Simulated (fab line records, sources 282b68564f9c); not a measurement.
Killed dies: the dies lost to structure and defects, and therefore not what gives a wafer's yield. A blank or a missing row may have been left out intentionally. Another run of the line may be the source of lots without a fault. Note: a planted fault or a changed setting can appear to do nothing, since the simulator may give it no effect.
fab line records | flow rit-cmos
[record] lots = 15 wafers = 45 last-day = 7
route steps=202 shown SPACER@130 M1@202
lots that met no fault: taken from a fault-free run of the same line
start-h: hours from the record's first day to the start of the lot's first wafer shown | wait-h: time in hours since the lot's previous step | " identical to the entry in the row above | L1.1+2: a single row standing in for several wafers | - no value, or no start given | * or withheld: withheld | < > ~ a bound
route shown NAME@n: a module of which the file shows steps, and the number in the route of the first | usual: mean/standard deviation of fault-free wafers | same: alike in all rows | chamber/n: place in a boat | sites: per-site readings | _std_site: the values' standard deviation | _edge_site: inner sites' mean taken away from outer sites' mean | radius-mm: for every site, how far away it sits from the centre of the wafer | mask NAME#n: copy n | behind: tool/chamber where the wafer was last shaped | hold: the reason the lot was held/the length of the hold in hours/how it ended | device: transistor that didn't switch, given as n, p or np | end of line: tests run on the same wafers once the route is complete | step lacking rows: just its recipe | killed: dies that structure and defects cost at the first sort, which is not the same as the wafer's yield | map: per-die view of a wafer (x killed, . not killed, _ where there is no die)
set.NAME: the setting the step ran with; set.NAME@STEP: the setting that earlier step ran with | model.NAME: the simulator's own value behind a step, which no gauge read
route steps across a sampled set of lots; one table per step, one row per wafer
services: a tool's chamber out of use, with start hour (start-h, from the record's first day; less than 0 if before it), hours out, and reason
[[steps]]
[step RIT_SPACER_ETCHBACK_05]
[recipe] target-depth-a = 2500 SF6_flow_sccm = 30 CHF3_flow_sccm = 30 target = Si3N4 chemistry = SF6/CHF3 pressure-mtorr = 40 rf-w = 250 time-s = 246.9 stop-on = SiO2
[usual] CHF3_flow_sccm = 30.00/0.089 SF6_flow_sccm = 30.00/0.089 drypump-motor-current-A = 5.80/0.28 oes-product-au = 0.845/0.015 throttle-valve-pct = 10.28/0.17
// columns lot.wafer tool chamber start-h wait-h CHF3_flow_sccm SF6_flow_sccm drypump-motor-current-A oes-product-au rf-hours-counter-h throttle-valve-pct
L952.2 rie-diel-01 0 51.03 0.0 30.03 29.98 5.81 0.860 2 10.11
L952.4 " 1 " " 30.07 29.91 5.85 0.843 4 10.37
L952.6 " 1 " " 29.96 29.92 5.81 0.843 - 10.36
L953.1 rie-diel-03 3 55.08 0.1 29.97 29.92 6.09 0.838 2 10.40
L953.3 " 1 " " 29.92 30.06 5.94 0.831 132 10.46
L953.4 " 2 " " 30.06 30.05 6.42 0.826 - 10.13
L954.3 rie-diel-03 2 62.04 0.0 30.12 29.95 6.41 0.843 150 10.13
L954.5 " 0 " " 29.97 29.99 5.83 0.824 - 10.56
L954.6 " 1 " " 29.92 30.07 5.92 0.840 - 10.44
L955.3 rie-diel-01 0 63.96 0.0 - - - - - -
L955.4 " 3 " " - - - - - -
L955.5 " 3 " " - - - - - -
L956.2 rie-diel-03 1 69.07 0.0 - - - - - -
L956.3 " 3 " " - - - - - -
L956.5 " 2 " " - - - - - -
L957.3 rie-diel-03 0 73.60 0.0 - - - - - -
L957.5 " 1 " " - - - - - -
L957.6 " 0 " " - - - - - -
L958.2 rie-diel-01 3 77.24 0.0 30.06 29.89 5.97 0.850 86 10.09
L958.4 " 2 " " 29.94 30.05 5.49 0.849 122 10.38
L958.6 " 1 " " 29.90 29.94 5.84 0.840 - 10.36
L963.1 rie-diel-01 2 104.99 0.1 30.16 29.85 5.48 0.855 122 10.36
L963.4 " 0 " " 30.04 29.80 5.83 0.867 3 10.10
L963.5 " 2 " " 29.99 29.93 5.49 0.852 - 10.37
L966.1 rie-diel-02 1 124.67 0.1 30.08 29.90 5.37 0.857 4 10.41
L966.3 " 3 " " 29.99 30.01 5.47 0.835 4 10.29
L966.4 " 0 " " 30.08 29.89 5.10 0.827 8 10.01
L968.1 rie-diel-01 3 137.00 0.1 30.03 30.13 5.97 0.865 87 10.07
L968.2 " 0 " " 30.01 29.93 5.82 0.866 4 10.10
L968.5 " 3 " " 30.05 30.03 5.97 0.866 - 10.09
L970.2 rie-diel-01 3 141.27 0.0 29.90 30.04 5.97 0.855 88 10.09
L970.4 " 0 " " 30.02 29.96 5.83 0.860 4 10.09
L970.5 " 2 " " 30.05 29.99 5.47 0.839 - 10.37
L972.1 rie-diel-01 0 155.19 0.1 29.85 29.92 5.84 0.875 4 10.08
L972.4 " 1 " " 29.96 30.11 5.83 0.841 6 10.37
L972.5 " 2 " " 29.90 29.99 5.48 0.864 - 10.37
L973.2 rie-diel-03 0 159.21 0.0 29.99 29.97 5.81 0.819 100 10.54
L973.3 " 3 " " 30.06 30.08 6.09 0.837 4 10.41
L973.4 " 0 " " 30.05 29.93 5.82 0.821 - 10.55
L974.1 rie-diel-03 1 163.71 0.1 30.05 29.96 5.93 0.849 134 10.46
L974.5 " 1 " " 30.02 29.95 5.92 0.849 - 10.46
L974.6 " 0 " " 30.05 30.10 5.84 0.818 - 10.54
L975.1 rie-diel-01 0 167.89 0.1 29.89 29.89 5.82 0.851 4 10.10
L975.2 " 1 " " 29.98 30.00 5.87 0.839 6 10.35
L975.6 " 1 " " 30.11 29.89 5.84 0.851 - 10.35
[step RIT_M1_PROBE_99]
[usual] killed_at_M0_to_M3 = 0.0/0.12 killed-at-contacts = 0.0/0.2 killed-at-front-end = 6.6/2.8 killed-dies = 6.6/2.8 killed-on-rim = 1.8/1.2 killed-open = 3.3/1.9 killed-short = 3.2/1.8
[same] gross-dies = 264 killed_at_M4_up = 0 killed-at-back-side = 0 killed-at-other = 0
// columns lot.wafer tool chamber start-h wait-h killed_at_M0_to_M3 killed-at-contacts killed-at-front-end killed-dies killed-on-rim killed-open killed-short
L955.3 prober-01 - 75.19 0.2 0 0 264 264 70 1 5
L955.4 prober-01 - 75.24 0.2 0 0 264 264 70 3 3
L955.5 prober-01 - 75.29 0.2 0 0 264 264 70 7 2
L956.2 prober-02 - 79.87 0.1 0 0 264 264 70 7 3
L956.3 prober-02 - 79.92 0.2 0 0 264 264 70 4 1
L956.5 prober-02 - 80.02 0.2 0 0 264 264 70 5 2
L957.3 prober-01 - 84.91 0.2 0 0 264 264 70 4 5
L957.5 prober-01 - 85.01 0.2 0 0 264 264 70 6 4
L957.6 prober-01 - 85.06 0.2 0 0 264 264 70 3 5
L963.1 prober-01 - 116.06 0.1 0 0 11 11 1 5 6
L963.4 prober-01 - 116.21 0.2 0 0 4 4 1 3 1
L963.5 prober-01 - 116.26 0.2 0 0 7 7 2 6 1
L966.1 prober-02 - 135.87 0.1 0 0 7 7 1 3 4
L966.3 prober-02 - 135.97 0.2 0 0 12 12 3 7 4
L966.4 prober-02 - 136.02 0.2 0 0 5 5 2 2 3
L968.1 prober-02 - 148.21 0.1 0 0 8 8 4 4 4
L968.2 prober-02 - 148.26 0.1 0 0 11 11 5 6 5
L968.5 prober-02 - 148.41 0.2 0 0 10 10 1 6 4
L970.2 prober-02 - 152.76 0.1 0 0 8 8 2 4 4
L970.4 prober-02 - 152.86 0.2 0 0 12 12 4 7 5
L970.5 prober-02 - 152.91 0.2 0 0 3 3 1 1 2
L972.1 prober-02 - 167.64 0.1 0 0 3 3 1 2 1
L972.4 prober-02 - 167.79 0.2 0 0 8 8 4 4 4
L972.5 prober-02 - 167.84 0.2 0 0 1 1 0 1 0
L973.2 prober-01 - 170.68 0.1 0 0 11 11 2 4 6
L973.3 prober-01 - 170.73 0.2 0 0 7 7 1 4 2
L973.4 prober-01 - 170.78 0.2 0 0 7 7 3 3 4
// killed by level:class
L955.3 SPACER:area-etchback=258 FOX1:geometric-particle:short=2 GATE:geometric-particle:short=2 REOX:geometric-particle:open=1 SPACER:geometric-particle:short=1
L955.4 SPACER:area-etchback=258 GATE:geometric-particle:open=2 SPACER:geometric-particle:short=2 GATE:geometric-particle:short=1 SPACER:geometric-particle:open=1
L955.5 SPACER:area-etchback=255 GATE:geometric-particle:open=4 ACTIVE:geometric-particle:open=1 FOX1:geometric-particle:short=1 FOX1:geometric-particle:open=1 GATE:geometric-particle:short=1 SILICIDE:geometric-particle:open=1
L956.2 SPACER:area-etchback=254 REOX:geometric-particle:open=3 GATE:geometric-particle:open=2 FOX1:geometric-particle:short=1 FOX1:geometric-particle:open=1 GATE:geometric-particle:short=1 REOX:geometric-particle:short=1 SILICIDE:geometric-particle:open=1
L956.3 SPACER:area-etchback=259 GATE:geometric-particle:open=3 FOX1:geometric-particle:short=1 SPACER:geometric-particle:open=1
L956.5 SPACER:area-etchback=257 GATE:geometric-particle:open=2 REOX:geometric-particle:open=1 SPACER:geometric-particle:open=1 SPACER:geometric-particle:short=1 SILICIDE:geometric-particle:open=1 SILICIDE:geometric-particle:short=1
L957.3 SPACER:area-etchback=255 FOX1:geometric-particle:open=2 GATE:geometric-particle:open=2 SPACER:geometric-particle:short=2 FOX1:geometric-particle:short=1 GATE:geometric-particle:short=1 REOX:geometric-particle:short=1
L957.5 SPACER:area-etchback=254 FOX1:geometric-particle:open=4 GATE:geometric-particle:short=2 FOX1:geometric-particle:short=1 REOX:geometric-particle:open=1 SILICIDE:geometric-particle:open=1 SILICIDE:geometric-particle:short=1
L957.6 SPACER:area-etchback=256 GATE:geometric-particle:open=2 FOX1:geometric-particle:short=1 FOX2:geometric-particle:short=1 GATE:geometric-particle:short=1 REOX:geometric-particle:short=1 SILICIDE:geometric-particle:open=1 SILICIDE:geometric-particle:short=1
L963.1 FOX1:geometric-particle:open=3 GATE:geometric-particle:short=3 FOX1:geometric-particle:short=1 REOX:geometric-particle:short=1 SPACER:geometric-particle:open=1 SPACER:geometric-particle:short=1 SILICIDE:geometric-particle:open=1
L963.4 FOX1:geometric-particle:short=1 GATE:geometric-particle:open=1 REOX:geometric-particle:open=1 SPACER:geometric-particle:open=1
L963.5 SILICIDE:geometric-particle:open=3 FOX1:geometric-particle:open=1 FOX2:geometric-particle:short=1 REOX:geometric-particle:open=1 SPACER:geometric-particle:open=1
L966.1 REOX:geometric-particle:open=2 FOX1:geometric-particle:open=1 FOX2:geometric-particle:short=1 GATE:geometric-particle:short=1 REOX:geometric-particle:short=1 SPACER:geometric-particle:short=1
L966.3 GATE:geometric-particle:open=3 SPACER:geometric-particle:open=2 FOX1:geometric-particle:short=1 FOX2:geometric-particle:open=1 GATE:geometric-particle:short=1 REOX:geometric-particle:open=1 SPACER:geometric-particle:short=1 SILICIDE:geometric-particle:short=1
L966.4 GATE:geometric-particle:short=2 GATE:geometric-particle:open=1 SILICIDE:geometric-particle:open=1 SILICIDE:geometric-particle:short=1
L968.1 GATE:geometric-particle:short=3 FOX2:geometric-particle:open=2 GATE:geometric-particle:open=1 REOX:geometric-particle:short=1 SPACER:geometric-particle:open=1
L968.2 GATE:geometric-particle:short=3 SPACER:geometric-particle:open=2 SILICIDE:geometric-particle:open=2 FOX2:geometric-particle:open=1 FOX2:geometric-particle:short=1 GATE:geometric-particle:open=1 REOX:geometric-particle:short=1
L968.5 GATE:geometric-particle:open=3 GATE:geometric-particle:short=2 SPACER:geometric-particle:short=2 FOX2:geometric-particle:open=1 REOX:geometric-particle:open=1 SPACER:geometric-particle:open=1
L970.2 GATE:geometric-particle:open=3 GATE:geometric-particle:short=2 SPACER:geometric-particle:short=1 SILICIDE:geometric-particle:short=1 SILICIDE:geometric-particle:open=1
L970.4 GATE:geometric-particle:open=5 GATE:geometric-particle:short=4 FOX1:geometric-particle:open=2 SILICIDE:geometric-particle:short=1
L970.5 FOX1:geometric-particle:short=1 GATE:geometric-particle:open=1 SILICIDE:geometric-particle:short=1
L972.1 GATE:geometric-particle:open=1 REOX:geometric-particle:open=1 SPACER:geometric-particle:short=1
L972.4 GATE:geometric-particle:open=2 SILICIDE:geometric-particle:short=2 FOX2:geometric-particle:open=1 GATE:geometric-particle:short=1 REOX:geometric-particle:short=1 SPACER:geometric-particle:open=1
L972.5 SILICIDE:geometric-particle:open=1
L973.2 GATE:geometric-particle:short=3 FOX1:geometric-particle:short=2 GATE:geometric-particle:open=2 REOX:geometric-particle:open=1 REOX:geometric-particle:short=1 SPACER:geometric-particle:open=1 NLDD:coat-microbubble-printed=1
L973.3 GATE:geometric-particle:open=2 FOX2:geometric-particle:open=1 GATE:geometric-particle:short=1 REOX:geometric-particle:short=1 REOX:geometric-particle:open=1 NLDD:coat-microbubble-printed=1
L973.4 FOX1:geometric-particle:open=2 FOX2:geometric-particle:short=1 GATE:geometric-particle:short=1 SPACER:geometric-particle:short=1 SILICIDE:geometric-particle:open=1 SILICIDE:geometric-particle:short=1
[[services]]
// columns tool chamber start-h hours kind
rie-diel-02 - 32.40 0.6 repair
rie-diel-03 0 33.92 22.8 repair
rie-diel-02 3 46.97 1.7 repair
rie-diel-01 - 60.43 1.9 repair
rie-diel-03 - 101.04 41.0 repair
rie-diel-01 3 123.45 7.3 repair
rie-diel-03 0 136.82 14.8 repair
rie-diel-03 2 151.58 - clean
rie-diel-03 2 151.58 19.4 scheduled-down
rie-diel-03 2 151.58 19.4 vent-cycle
[[key]]
[first-sign] step = RIT_SPACER_ETCHBACK_05 reading = tool-record direction = missing
[effect] step = RIT_M1_PROBE_99 reading = killed-at-front-end direction = up sigmas = 92 usual = 6.6 struck = 264
[more-kills-born-at] RIT_SPACER_ETCHBACK_05@rie-diel-03 = 1535 RIT_SPACER_ETCHBACK_05@rie-diel-01 = 771
met-at RIT_SPACER_ETCHBACK_05
struck-lots L955,L956,L957
later-rows-left-out L955.3,L955.4,L955.5,L956.2,L956.3,L956.5,L957.3,L957.5,L957.6
tester-left-out L955,L956,L957
onset-between 62.04 63.96
[fault] kind = skipped-step-whole tool = rie-diel-01,rie-diel-03 chamber = - onset-h = 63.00 steps = RIT_SPACER_ETCHBACK_05 scope = struck-lots-only
// tester-left-out: of these lots the tester's yield and bins aren't shown, on N5 and GAA mostly nor the transistor test; their killed dies are dies lost to structure and defects alone, not to doping, threshold or leakage, so they don't give the yield
// later-rows-left-out: the simulator's readings of these wafers behind a module that went badly wrong aren't trusted and aren't shown, but for the sort
